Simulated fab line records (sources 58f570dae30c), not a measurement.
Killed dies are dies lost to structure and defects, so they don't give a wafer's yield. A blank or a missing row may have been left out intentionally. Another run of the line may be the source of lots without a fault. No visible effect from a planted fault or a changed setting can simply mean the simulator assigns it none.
A struck lot beside a sound one / flow berkeley-cmos170 / 16 steps out of a route of 331
Sound: the wafers L657.1, L657.5, L657.6. The struck wafers were L654.1, L654.3, L654.6. The cause is given at the end.
Each step with rows lists, per side, the tool, then ch with its chambers, then its first start. Under that, the readings that differ: sound wafers / struck wafers / difference of the means / sigmas: that difference in standard deviations of wafers without a fault.
alike: readings whose means differ by less than 2 such deviations, and words and numbers that are the same on both sides. not compared: withheld readings, readings that some wafer has no value for, bounds like >300 that may hide the same value, and numbers for which the record gives no deviation and whose values overlap.
Wherever a step has rows on one side only, a row that says differs or no value, or a row with sigmas, the two part there. Numbers that have no deviation but don't overlap get no sigmas and don't part them. A reading that every wafer of one side lacks parts them only if that side has two wafers or more.

first, 5 steps without rows for these wafers: UCB170_NSD_COAT_01 (resist thk 900 nm); UCB170_NSD_SOFTBAKE_02 (time 60 s); UCB170_NSD_EXPOSE_03 (exposes mask NSELECT MOD, target cd 1200 nm); UCB170_NSD_PEB_04; UCB170_NSD_DEVELOP_05 (develop time 45 s).
UCB170_NSD_CD_MEAS_06 targets a cd of 1200 nm.
  sound: cd-sem-02 at day 11 10:05; struck: cd-sem-01 at day 10 07:48
  alike: cd-nm
UCB170_NSD_OVL_MEAS_07:
  sound: overlay-01 at day 11 10:12; struck: overlay-02 at day 10 07:55
  alike: NSD_OVL
then, 1 step without rows for these wafers: UCB170_NSD_IMPLANT_08.
UCB170_NSD_STRIP_09: strips in O2.
  sound on plasma-asher-02 ch 0,1, day 11 10:23; struck on plasma-asher-01 ch 0,1, day 10 08:06
  alike: drypump-motor-current-A, oes-product-au, strip-time-to-endpoint-s
  not compared: rf-hours-counter-h
UCB170_NSD_TW_MEAS_10:
  sound: film-metro-03 at day 11 10:32; struck: film-metro-02 at day 10 08:12
reading=NSD_TW; sound=4176 4147 4146; struck=4247 4270 4265; difference=+104; sigmas=+2
then, 2 steps without rows for these wafers: UCB170_NSD_CLEAN_11 (cleans in SPM, time 600 s); UCB170_BACKSIDE_HMDS_00 (prime time 60 s).
UCB170_BACKSIDE_COAT_01: resist thk 900 nm.
  sound on litho-track-04 ch 0, day 11 11:08; struck on litho-track-02 ch 0, day 10 09:21
reading=spin-speed-rpm (rpm); sound=1499.6 1499.9 1500.4; struck=1390.9 1387.2 1386.9; difference=-111.6; sigmas=-93
reading=model.KrF_of_BACKSIDE_COAT_01.thk-nm (nm); sound=897.4 896.7 899.2; struck=935 936.5 934.9; difference=+38; sigmas=
then, 1 step without rows for these wafers: UCB170_BACKSIDE_SOFTBAKE_02 (time 60 s).
UCB170_BACKSIDE_STRIP_03: strips in O2.
  sound on plasma-asher-03 ch 0,1, day 11 11:26; struck on plasma-asher-01 ch 0,1, day 10 09:39
reading=strip-time-to-endpoint-s (s); sound=21.89 21.88 21.95; struck=22.81 22.83 22.82; difference=+0.91; sigmas=+14
  alike: drypump-motor-current-A, oes-product-au
  not compared: rf-hours-counter-h
then, 1 step without rows for these wafers: UCB170_BACKSIDE_CLEAN_04 (cleans in SPM, time 600 s).

== WHERE THEY PART ==
First at UCB170_NSD_TW_MEAS_10; last, within this record, at UCB170_BACKSIDE_STRIP_03.

WHY: whatever the simulator had introduced
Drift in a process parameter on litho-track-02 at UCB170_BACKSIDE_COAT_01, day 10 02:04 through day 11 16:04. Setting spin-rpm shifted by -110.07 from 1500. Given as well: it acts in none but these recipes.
